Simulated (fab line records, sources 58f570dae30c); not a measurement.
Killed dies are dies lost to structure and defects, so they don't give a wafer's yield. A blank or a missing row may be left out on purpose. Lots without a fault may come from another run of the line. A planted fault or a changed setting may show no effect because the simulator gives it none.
Chamber matching | flow berkeley_cmos170 | UCB170_SPACER_CVD_00 on pecvd-03: 3 sister chambers
The step deposits SiO2 from TEOS/O2, target thk 376 nm, time 47 s. 3 wafers are shown with their chamber, then 8 later ones without.

WAFERS WITH THEIR CHAMBER
wafer  | chamber | heater_power_w (W)
L140.5 | 0       | 281
L140.6 | 2       | 263
L141.1 | 1       | 466

WAFERS WITHOUT THEIR CHAMBER
wafer  | heater_power_w (W)
L141.2 | 214
L141.5 | 234
L144.2 | 429
L144.3 | 207
L144.6 | 307
L147.1 | 248
L147.2 | 454
L147.5 | 460

WHICH CHAMBER EACH WENT THROUGH
wafer  | from the rows above     | in truth
L141.2 | can't be placed: 2 or 0 | 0
L141.5 | can't be placed: 2 or 0 | 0
L144.2 | 1                       | 1
L144.3 | can't be placed: 2 or 0 | 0
L144.6 | can't be placed: 0 or 2 | 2
L147.1 | can't be placed: 2 or 0 | 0
L147.2 | 1                       | 1
L147.5 | 1                       | 1
Placed correctly: 3 of 8. Can't be placed from these rows: 5 (the true chamber is among the candidates in 5). Placed wrongly: 0.
How it was worked out, from the rows above alone: a wafer's distance from a chamber is the root of the sum, over the readings, of the square of ((its reading less the chamber's mean) divided by the reading's scatter). The wafer belongs to the nearest chamber; if the next one is less than 2 further off, it can't be placed. A chamber's mean is the mean of its shown wafers. The scatter: with one shown wafer a chamber, the root of the mean of the squares of how far each hidden wafer lies from its nearest shown one.
